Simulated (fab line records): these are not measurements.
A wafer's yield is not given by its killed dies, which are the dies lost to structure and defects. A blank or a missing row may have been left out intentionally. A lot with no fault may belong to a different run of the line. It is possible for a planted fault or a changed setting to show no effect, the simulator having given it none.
fab line records / flow rit-cmos
record: lots: 6 wafers: 18 last-day: 6
route steps=202 shown GATE@77 FOX2@80 M1@202
lots that met no fault: taken from a fault-free run of the same line
start-h: hours from the record's opening day to when the first of the lot's shown wafers began / wait-h: hours elapsed since this lot's preceding step / " same as the row above / L1.1+2: several wafers, shown together as one row / - no value, or no start given / * or withheld: withheld / < > ~ a bound
route shown NAME@n: a module of which the file shows steps, and the number in the route of the first / usual: mean and standard deviation over wafers with no fault / same: alike in all rows / chamber/n: place in a boat / sites: readings site by site / _std_site: the values' standard deviation / _edge_site: the outer-site mean with the inner-site mean subtracted / radius-mm: for every site, how far away it sits from the centre of the wafer / mask NAME#n: copy n / behind: the most recent tool/chamber to have shaped the wafer / hold: why the lot was held/for how many hours/how that ended / device: the n, p or np transistor that did not switch / end of line: tests run on the same wafers once the route is complete / a step with no rows: only its recipe / killed: dies lost to structure and defects at the first sort, not the wafer's yield / map: shows each die of a wafer: x if killed, . if not, _ if none is there
set.NAME: the run value of the setting; set.NAME@STEP: its run value at that earlier step / model.NAME: the simulator's own value behind a step, which no gauge read
lots at some steps of the route; a table a step, a row a wafer
services: when a tool's chamber went out of use (start-h, in hours from the record's first day, below 0 if earlier), for how many hours, and the reason
== steps ==
step: RIT_GATE_CLEAN_02
recipe: chemistry: dHF dilution: 50:1 time-s: 30
step: RIT_GATE_CLEAN_03
recipe: chemistry: SC2 mix: 3:3:50 time-s: 600 temp-c: 75 dry: n2-spin
step: RIT_GATE_CLEAN_04
recipe: chemistry: dHF dilution: 50:1 time-s: 60 dry: n2-spin
step: RIT_FOX2_THK_MEAS_91
recipe: reads: SiO2_of_FOX2_OXIDATION_00
usual: FIELD_OXIDE_LEFT_2_THK: 256/8.4
lot.wafer=L367.2 tool=film-metro-03 chamber=- start-h=59.83 wait-h=0.0 FIELD_OXIDE_LEFT_2_THK[nm]=262
lot.wafer=L367.3 tool=film-metro-03 chamber=- start-h=59.83 wait-h=0.0 FIELD_OXIDE_LEFT_2_THK[nm]=260
lot.wafer=L367.4 tool=film-metro-03 chamber=- start-h=59.83 wait-h=0.0 FIELD_OXIDE_LEFT_2_THK[nm]=250
lot.wafer=L369.3 tool=film-metro-03 chamber=- start-h=67.67 wait-h=0.0 FIELD_OXIDE_LEFT_2_THK[nm]=262
lot.wafer=L369.4 tool=film-metro-03 chamber=- start-h=67.67 wait-h=0.0 FIELD_OXIDE_LEFT_2_THK[nm]=260
lot.wafer=L369.5 tool=film-metro-03 chamber=- start-h=67.67 wait-h=0.0 FIELD_OXIDE_LEFT_2_THK[nm]=260
lot.wafer=L368.1 tool=film-metro-01 chamber=- start-h=68.13 wait-h=0.0 FIELD_OXIDE_LEFT_2_THK[nm]=245
lot.wafer=L368.4 tool=film-metro-01 chamber=- start-h=68.13 wait-h=0.0 FIELD_OXIDE_LEFT_2_THK[nm]=254
lot.wafer=L368.6 tool=film-metro-01 chamber=- start-h=68.13 wait-h=0.0 FIELD_OXIDE_LEFT_2_THK[nm]=246
lot.wafer=L370.1 tool=film-metro-03 chamber=- start-h=71.56 wait-h=0.0 FIELD_OXIDE_LEFT_2_THK[nm]=264
lot.wafer=L370.4 tool=film-metro-03 chamber=- start-h=71.56 wait-h=0.0 FIELD_OXIDE_LEFT_2_THK[nm]=266
lot.wafer=L370.6 tool=film-metro-03 chamber=- start-h=71.56 wait-h=0.0 FIELD_OXIDE_LEFT_2_THK[nm]=270
lot.wafer=L380.2 tool=film-metro-01 chamber=- start-h=114.01 wait-h=0.0 FIELD_OXIDE_LEFT_2_THK[nm]=258
lot.wafer=L380.4 tool=film-metro-01 chamber=- start-h=114.01 wait-h=0.0 FIELD_OXIDE_LEFT_2_THK[nm]=253
lot.wafer=L380.5 tool=film-metro-01 chamber=- start-h=114.01 wait-h=0.0 FIELD_OXIDE_LEFT_2_THK[nm]=254
lot.wafer=L381.2 tool=film-metro-03 chamber=- start-h=119.36 wait-h=0.0 FIELD_OXIDE_LEFT_2_THK[nm]=264
lot.wafer=L381.5 tool=film-metro-03 chamber=- start-h=119.36 wait-h=0.0 FIELD_OXIDE_LEFT_2_THK[nm]=258
lot.wafer=L381.6 tool=film-metro-03 chamber=- start-h=119.36 wait-h=0.0 FIELD_OXIDE_LEFT_2_THK[nm]=260
step: RIT_GATE_OXIDATION_05
recipe: temp-c: 900 ambient: O2 target-thk-a: 30 ox-time-s: 270
step: RIT_GATE_ANNEAL_06
recipe: temp-c: 900 time-s: 600 ambient: N2O
step: RIT_GATE_THK_MEAS_07
recipe: reads: SiO2_of_GATE_OXIDATION_05
usual: GATE_OXIDE_THK: 3.04/0.063
lot.wafer=L367.2 tool=film-metro-03 chamber=- start-h=64.55 wait-h=0.0 GATE_OXIDE_THK[nm]=3.06
lot.wafer=L367.3 tool=film-metro-03 chamber=- start-h=64.55 wait-h=0.0 GATE_OXIDE_THK[nm]=3.12
lot.wafer=L367.4 tool=film-metro-03 chamber=- start-h=64.55 wait-h=0.0 GATE_OXIDE_THK[nm]=3.07
lot.wafer=L369.3 tool=film-metro-02 chamber=- start-h=69.05 wait-h=0.0 GATE_OXIDE_THK[nm]=2.99
lot.wafer=L369.4 tool=film-metro-02 chamber=- start-h=69.05 wait-h=0.0 GATE_OXIDE_THK[nm]=2.93
lot.wafer=L369.5 tool=film-metro-02 chamber=- start-h=69.05 wait-h=0.0 GATE_OXIDE_THK[nm]=2.96
lot.wafer=L368.1 tool=film-metro-01 chamber=- start-h=69.94 wait-h=0.0 GATE_OXIDE_THK[nm]=3.01
lot.wafer=L368.4 tool=film-metro-01 chamber=- start-h=69.94 wait-h=0.0 GATE_OXIDE_THK[nm]=3.07
lot.wafer=L368.6 tool=film-metro-01 chamber=- start-h=69.94 wait-h=0.0 GATE_OXIDE_THK[nm]=3.14
lot.wafer=L370.1 tool=film-metro-02 chamber=- start-h=77.39 wait-h=0.0 GATE_OXIDE_THK[nm]=3.11
lot.wafer=L370.4 tool=film-metro-02 chamber=- start-h=77.39 wait-h=0.0 GATE_OXIDE_THK[nm]=3.00
lot.wafer=L370.6 tool=film-metro-02 chamber=- start-h=77.39 wait-h=0.0 GATE_OXIDE_THK[nm]=3.03
lot.wafer=L380.2 tool=film-metro-02 chamber=- start-h=116.17 wait-h=0.0 GATE_OXIDE_THK[nm]=2.91
lot.wafer=L380.4 tool=film-metro-02 chamber=- start-h=116.17 wait-h=0.0 GATE_OXIDE_THK[nm]=2.89
lot.wafer=L380.5 tool=film-metro-02 chamber=- start-h=116.17 wait-h=0.0 GATE_OXIDE_THK[nm]=2.91
lot.wafer=L381.2 tool=film-metro-02 chamber=- start-h=127.68 wait-h=0.0 GATE_OXIDE_THK[nm]=2.99
lot.wafer=L381.5 tool=film-metro-02 chamber=- start-h=127.68 wait-h=0.0 GATE_OXIDE_THK[nm]=3.00
lot.wafer=L381.6 tool=film-metro-02 chamber=- start-h=127.68 wait-h=0.0 GATE_OXIDE_THK[nm]=2.99
step: RIT_GATE_CVD_08
recipe: material: poly-Si target-thk-nm: 250 temp-c: 610 precursor: SiH4 time-s: 2220 pressure-mtorr: 300 sih4-flow-sccm: 100
step: RIT_GATE_THK_MEAS_09
recipe: reads: poly-Si_of_GATE_CVD_08
usual: GATE_POLY_THK: 250.4/2.5
lot.wafer=L367.2 tool=film-metro-03 chamber=- start-h=66.23 wait-h=0.0 GATE_POLY_THK[nm]=247.7
lot.wafer=L367.3 tool=film-metro-03 chamber=- start-h=66.23 wait-h=0.0 GATE_POLY_THK[nm]=250.2
lot.wafer=L367.4 tool=film-metro-03 chamber=- start-h=66.23 wait-h=0.0 GATE_POLY_THK[nm]=249.9
lot.wafer=L369.3 tool=film-metro-03 chamber=- start-h=70.73 wait-h=0.0 GATE_POLY_THK[nm]=249.1
lot.wafer=L369.4 tool=film-metro-03 chamber=- start-h=70.73 wait-h=0.0 GATE_POLY_THK[nm]=248.3
lot.wafer=L369.5 tool=film-metro-03 chamber=- start-h=70.73 wait-h=0.0 GATE_POLY_THK[nm]=247.9
lot.wafer=L368.1 tool=film-metro-02 chamber=- start-h=71.62 wait-h=0.0 GATE_POLY_THK[nm]=247.1
lot.wafer=L368.4 tool=film-metro-02 chamber=- start-h=71.62 wait-h=0.0 GATE_POLY_THK[nm]=249.6
lot.wafer=L368.6 tool=film-metro-02 chamber=- start-h=71.62 wait-h=0.0 GATE_POLY_THK[nm]=250.2
lot.wafer=L370.1 tool=film-metro-03 chamber=- start-h=79.07 wait-h=0.0 GATE_POLY_THK[nm]=252.5
lot.wafer=L370.4 tool=film-metro-03 chamber=- start-h=79.07 wait-h=0.0 GATE_POLY_THK[nm]=250.6
lot.wafer=L370.6 tool=film-metro-03 chamber=- start-h=79.07 wait-h=0.0 GATE_POLY_THK[nm]=251.0
lot.wafer=L380.2 tool=film-metro-01 chamber=- start-h=117.84 wait-h=0.0 GATE_POLY_THK[nm]=254.8
lot.wafer=L380.4 tool=film-metro-01 chamber=- start-h=117.84 wait-h=0.0 GATE_POLY_THK[nm]=252.8
lot.wafer=L380.5 tool=film-metro-01 chamber=- start-h=117.84 wait-h=0.0 GATE_POLY_THK[nm]=255.3
lot.wafer=L381.2 tool=film-metro-01 chamber=- start-h=129.36 wait-h=0.0 GATE_POLY_THK[nm]=250.1
lot.wafer=L381.5 tool=film-metro-01 chamber=- start-h=129.36 wait-h=0.0 GATE_POLY_THK[nm]=250.0
lot.wafer=L381.6 tool=film-metro-01 chamber=- start-h=129.36 wait-h=0.0 GATE_POLY_THK[nm]=247.2
step: RIT_GATE_HMDS_10
recipe: prime-time-s: 60 prime-temp-c: 140
step: RIT_GATE_COAT_11
recipe: resist: NOVOLAK spin-rpm: 4250 resist-thk-nm: 850
step: RIT_GATE_SOFTBAKE_12
recipe: resist: NOVOLAK temp-c: 90 time-s: 60
step: RIT_GATE_EXPOSE_13
recipe: mask-id: M6 na: 0.6 source-shape: conventional sigma-outer: 0.6 target-cd-nm: 150 dose-mj: 380
lot.wafer=L367.2+3+4 tool=iline-stepper-01 chamber=0 start-h=67.22 wait-h=0.4 mask=M6#0
lot.wafer=L369.3+4+5 tool=iline-stepper-02 chamber=0 start-h=71.39 wait-h=0.2 mask=M6#0
lot.wafer=L368.1+4+6 tool=iline-stepper-01 chamber=0 start-h=72.26 wait-h=0.2 mask=M6#0
lot.wafer=L370.1+4+6 tool=iline-stepper-01 chamber=0 start-h=79.96 wait-h=0.2 mask=M6#0
lot.wafer=L380.2+4+5 tool=iline-stepper-02 chamber=0 start-h=118.48 wait-h=0.2 mask=M6#0
lot.wafer=L381.2+5+6 tool=iline-stepper-02 chamber=0 start-h=129.88 wait-h=0.1 mask=M6#0
step: RIT_GATE_PEB_14
recipe: resist: NOVOLAK temp-c: withheld time-s: withheld
step: RIT_GATE_DEVELOP_15
recipe: resist: NOVOLAK develop-time-s: 50 dev-temp-c: 23
step: RIT_GATE_CD_MEAS_16
recipe: target-cd-nm: 150
usual: cd-nm: 148.9/2.2
lot.wafer=L367.2 tool=cd-sem-01 chamber=- start-h=68.04 wait-h=- cd-nm=145.9
lot.wafer=L367.3 tool=cd-sem-01 chamber=- start-h=68.04 wait-h=- cd-nm=146.7
lot.wafer=L367.4 tool=cd-sem-01 chamber=- start-h=68.04 wait-h=- cd-nm=146.1
lot.wafer=L369.3 tool=cd-sem-02 chamber=- start-h=71.79 wait-h=- cd-nm=148.9
lot.wafer=L369.4 tool=cd-sem-02 chamber=- start-h=71.79 wait-h=- cd-nm=150.1
lot.wafer=L369.5 tool=cd-sem-02 chamber=- start-h=71.79 wait-h=- cd-nm=148.6
lot.wafer=L368.1 tool=cd-sem-02 chamber=- start-h=72.68 wait-h=- cd-nm=59.9
lot.wafer=L368.4 tool=cd-sem-02 chamber=- start-h=72.68 wait-h=- cd-nm=28.4
lot.wafer=L368.6 tool=cd-sem-02 chamber=- start-h=72.68 wait-h=- cd-nm=13.2
lot.wafer=L370.1 tool=cd-sem-01 chamber=- start-h=80.57 wait-h=- cd-nm=-
lot.wafer=L370.4 tool=cd-sem-01 chamber=- start-h=80.57 wait-h=- cd-nm=-
lot.wafer=L370.6 tool=cd-sem-01 chamber=- start-h=80.57 wait-h=- cd-nm=-
lot.wafer=L380.2 tool=cd-sem-01 chamber=- start-h=118.88 wait-h=- cd-nm=151.4
lot.wafer=L380.4 tool=cd-sem-01 chamber=- start-h=118.88 wait-h=- cd-nm=152.0
lot.wafer=L380.5 tool=cd-sem-01 chamber=- start-h=118.88 wait-h=- cd-nm=150.6
lot.wafer=L381.2 tool=cd-sem-01 chamber=- start-h=130.34 wait-h=- cd-nm=147.4
lot.wafer=L381.5 tool=cd-sem-01 chamber=- start-h=130.34 wait-h=- cd-nm=146.9
lot.wafer=L381.6 tool=cd-sem-01 chamber=- start-h=130.34 wait-h=- cd-nm=148.1
step: RIT_GATE_OVL_MEAS_17
usual: GATE_OVL: -0.3/1.5
lot.wafer=L367.2 tool=overlay-02 chamber=- start-h=68.15 wait-h=0.1 GATE_OVL[nm]=0.3
lot.wafer=L367.3 tool=overlay-02 chamber=- start-h=68.15 wait-h=0.1 GATE_OVL[nm]=0.3
lot.wafer=L367.4 tool=overlay-02 chamber=- start-h=68.15 wait-h=0.1 GATE_OVL[nm]=1.2
lot.wafer=L369.3 tool=overlay-02 chamber=- start-h=71.88 wait-h=0.1 GATE_OVL[nm]=-1.4
lot.wafer=L369.4 tool=overlay-02 chamber=- start-h=71.88 wait-h=0.1 GATE_OVL[nm]=1.4
lot.wafer=L369.5 tool=overlay-02 chamber=- start-h=71.88 wait-h=0.1 GATE_OVL[nm]=1.1
lot.wafer=L368.1 tool=overlay-01 chamber=- start-h=72.80 wait-h=0.1 GATE_OVL[nm]=-0.5
lot.wafer=L368.4 tool=overlay-01 chamber=- start-h=72.80 wait-h=0.1 GATE_OVL[nm]=1.4
lot.wafer=L368.6 tool=overlay-01 chamber=- start-h=72.80 wait-h=0.1 GATE_OVL[nm]=-1.1
lot.wafer=L370.1 tool=overlay-01 chamber=- start-h=80.69 wait-h=0.1 GATE_OVL[nm]=-
lot.wafer=L370.4 tool=overlay-01 chamber=- start-h=80.69 wait-h=0.1 GATE_OVL[nm]=-
lot.wafer=L370.6 tool=overlay-01 chamber=- start-h=80.69 wait-h=0.1 GATE_OVL[nm]=-
lot.wafer=L380.2 tool=overlay-01 chamber=- start-h=118.98 wait-h=0.1 GATE_OVL[nm]=-1.4
lot.wafer=L380.4 tool=overlay-01 chamber=- start-h=118.98 wait-h=0.1 GATE_OVL[nm]=2.2
lot.wafer=L380.5 tool=overlay-01 chamber=- start-h=118.98 wait-h=0.1 GATE_OVL[nm]=-0.4
lot.wafer=L381.2 tool=overlay-01 chamber=- start-h=130.45 wait-h=0.1 GATE_OVL[nm]=-0.9
lot.wafer=L381.5 tool=overlay-01 chamber=- start-h=130.45 wait-h=0.1 GATE_OVL[nm]=0.0
lot.wafer=L381.6 tool=overlay-01 chamber=- start-h=130.45 wait-h=0.1 GATE_OVL[nm]=1.6
step: RIT_GATE_HARDBAKE_18
recipe: resist: NOVOLAK temp-c: 140 time-s: 60
step: RIT_M1_PROBE_99
usual: killed-at-contacts: 0.0/0.2 killed-at-front-end: 7.3/2.8 killed-dies: 7.3/2.8 killed-on-rim: 1.9/1.3 killed-open: 3.8/1.9 killed-short: 3.5/1.8
same: gross-dies: 264 killed_at_M0_to_M3: 0 killed_at_M4_up: 0 killed-at-back-side: 0 killed-at-other: 0
lot.wafer=L368.1 tool=prober-02 chamber=- start-h=96.18 wait-h=0.1 killed-at-contacts=0 killed-at-front-end=264 killed-dies=264 killed-on-rim=70 killed-open=5 killed-short=5
lot.wafer=L368.4 tool=prober-02 chamber=- start-h=96.33 wait-h=0.2 killed-at-contacts=0 killed-at-front-end=264 killed-dies=264 killed-on-rim=70 killed-open=5 killed-short=5
lot.wafer=L368.6 tool=prober-02 chamber=- start-h=96.43 wait-h=0.2 killed-at-contacts=0 killed-at-front-end=264 killed-dies=264 killed-on-rim=70 killed-open=7 killed-short=4
lot.wafer=L370.1 tool=prober-02 chamber=- start-h=102.52 wait-h=0.1 killed-at-contacts=0 killed-at-front-end=264 killed-dies=264 killed-on-rim=70 killed-open=4 killed-short=4
lot.wafer=L370.4 tool=prober-02 chamber=- start-h=102.67 wait-h=0.2 killed-at-contacts=0 killed-at-front-end=264 killed-dies=264 killed-on-rim=70 killed-open=3 killed-short=3
lot.wafer=L370.6 tool=prober-02 chamber=- start-h=102.77 wait-h=0.2 killed-at-contacts=0 killed-at-front-end=264 killed-dies=264 killed-on-rim=70 killed-open=4 killed-short=5
lot.wafer=L380.2 tool=prober-01 chamber=- start-h=151.00 wait-h=0.1 killed-at-contacts=0 killed-at-front-end=7 killed-dies=7 killed-on-rim=2 killed-open=2 killed-short=4
lot.wafer=L380.4 tool=prober-01 chamber=- start-h=151.10 wait-h=0.2 killed-at-contacts=0 killed-at-front-end=4 killed-dies=4 killed-on-rim=2 killed-open=1 killed-short=3
lot.wafer=L380.5 tool=prober-01 chamber=- start-h=151.15 wait-h=0.2 killed-at-contacts=0 killed-at-front-end=5 killed-dies=5 killed-on-rim=1 killed-open=2 killed-short=2
lot.wafer=L381.2 tool=prober-02 chamber=- start-h=151.00 wait-h=0.1 killed-at-contacts=0 killed-at-front-end=8 killed-dies=8 killed-on-rim=3 killed-open=4 killed-short=4
lot.wafer=L381.5 tool=prober-02 chamber=- start-h=151.15 wait-h=0.2 killed-at-contacts=0 killed-at-front-end=10 killed-dies=10 killed-on-rim=2 killed-open=5 killed-short=5
lot.wafer=L381.6 tool=prober-02 chamber=- start-h=151.20 wait-h=0.2 killed-at-contacts=0 killed-at-front-end=5 killed-dies=5 killed-on-rim=0 killed-open=1 killed-short=4
killed by level:class
L368.1 GATE:area-expose=253 GATE:geometric-particle:open=4 GATE:geometric-particle:short=3 FOX1:geometric-particle:short=1 FOX2:geometric-particle:short=1 SPACER:geometric-particle:open=1 NLDD:coat-microbubble-printed=1
L368.4 GATE:area-expose=254 GATE:geometric-particle:open=4 GATE:geometric-particle:short=4 REOX:geometric-particle:open=1 SPACER:geometric-particle:short=1
L368.6 GATE:area-expose=253 GATE:geometric-particle:open=5 GATE:geometric-particle:short=2 SILICIDE:geometric-particle:short=2 FOX2:geometric-particle:open=1 SPACER:geometric-particle:open=1
L370.1 GATE:area-expose=256 FOX2:geometric-particle:short=2 GATE:geometric-particle:open=2 FOX1:geometric-particle:short=1 FOX1:geometric-particle:open=1 REOX:geometric-particle:open=1 SILICIDE:geometric-particle:short=1
L370.4 GATE:area-expose=258 GATE:geometric-particle:short=2 SPACER:geometric-particle:open=2 GATE:geometric-particle:open=1 SILICIDE:geometric-particle:short=1
L370.6 GATE:area-expose=255 GATE:geometric-particle:short=3 FOX1:geometric-particle:open=2 FOX1:geometric-particle:short=1 FOX2:geometric-particle:short=1 GATE:geometric-particle:open=1 SILICIDE:geometric-particle:open=1
L380.2 GATE:geometric-particle:short=2 SPACER:geometric-particle:short=2 FOX1:geometric-particle:open=1 SILICIDE:geometric-particle:open=1 PWELL:coat-microbubble-printed=1
L381.2 FOX1:geometric-particle:short=2 REOX:geometric-particle:open=2 SPACER:geometric-particle:open=2 GATE:geometric-particle:short=1 REOX:geometric-particle:short=1
L380.4 GATE:geometric-particle:short=2 REOX:geometric-particle:open=1 SPACER:geometric-particle:short=1
L380.5 GATE:geometric-particle:short=1 GATE:geometric-particle:open=1 REOX:geometric-particle:short=1 SILICIDE:geometric-particle:open=1 PWELL:coat-microbubble-printed=1
L381.5 GATE:geometric-particle:short=3 FOX1:geometric-particle:open=2 REOX:geometric-particle:short=2 ACTIVE:geometric-particle:open=1 REOX:geometric-particle:open=1 SPACER:geometric-particle:open=1
L381.6 FOX1:geometric-particle:short=2 REOX:geometric-particle:short=2 REOX:geometric-particle:open=1
map L368.1 (x killed, . not)
________xxxxxxx_______
_____xxxxxxxxxxxxx____
____xxxxxxxxxxxxxxx___
___xxxxxxxxxxxxxxxxx__
__xxxxxxxxxxxxxxxxxxx_
__xxxxxxxxxxxxxxxxxxx_
_xxxxxxxxxxxxxxxxxxxxx
_xxxxxxxxxxxxxxxxxxxxx
_xxxxxxxxxxxxxxxxxxxxx
_xxxxxxxxxxxxxxxxxxxxx
__xxxxxxxxxxxxxxxxxxx_
__xxxxxxxxxxxxxxxxxxx_
___xxxxxxxxxxxxxxxxx__
____xxxxxxxxxxxxxxx___
_____xxxxxxxxxxxxx____
________xxxxxxx_______
map L370.1 (x killed, . not)
________xxxxxxx_______
_____xxxxxxxxxxxxx____
____xxxxxxxxxxxxxxx___
___xxxxxxxxxxxxxxxxx__
__xxxxxxxxxxxxxxxxxxx_
__xxxxxxxxxxxxxxxxxxx_
_xxxxxxxxxxxxxxxxxxxxx
_xxxxxxxxxxxxxxxxxxxxx
_xxxxxxxxxxxxxxxxxxxxx
_xxxxxxxxxxxxxxxxxxxxx
__xxxxxxxxxxxxxxxxxxx_
__xxxxxxxxxxxxxxxxxxx_
___xxxxxxxxxxxxxxxxx__
____xxxxxxxxxxxxxxx___
_____xxxxxxxxxxxxx____
________xxxxxxx_______
== services ==
tool=iline-stepper-01 chamber=0 start-h=48.95 hours=- kind=calibration
tool=iline-stepper-02 chamber=0 start-h=111.26 hours=- kind=calibration
tool=iline-stepper-01 chamber=- start-h=115.01 hours=3.7 kind=repair
== key ==
first-sign: step: RIT_GATE_CD_MEAS_16 reading: cd-nm direction: missing
effect: step: RIT_GATE_OVL_MEAS_17 reading: GATE_OVL direction: missing
effect: step: RIT_M1_PROBE_99 reading: killed-at-front-end direction: up sigmas: 90 usual: 7.3 struck: 264
more-kills-born-at: RIT_GATE_EXPOSE_13@iline-stepper-01: 1529
met-at RIT_GATE_EXPOSE_13
struck-wafers L368.1,L368.4,L368.6,L370.1,L370.4,L370.6
later-rows-left-out L368.1,L368.4,L368.6,L370.1,L370.4,L370.6
tester-left-out L368,L370
onset-between 67.22 72.26
fault: kind: process-parameter-drift tool: iline-stepper-01 chamber: - onset-h: 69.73 steps: RIT_GATE_EXPOSE_13 channel: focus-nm offset: 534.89 spread-by-wafer: 0.3 shape: step end-h: 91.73
tester-left-out: of these lots the tester's yield and bins aren't shown, on N5 and GAA mostly nor the transistor test; their killed dies are dies lost to structure and defects alone, not to doping, threshold or leakage, so they don't give the yield
later-rows-left-out: the simulator's readings of these wafers behind a module that went badly wrong aren't trusted and aren't shown, but for the sort
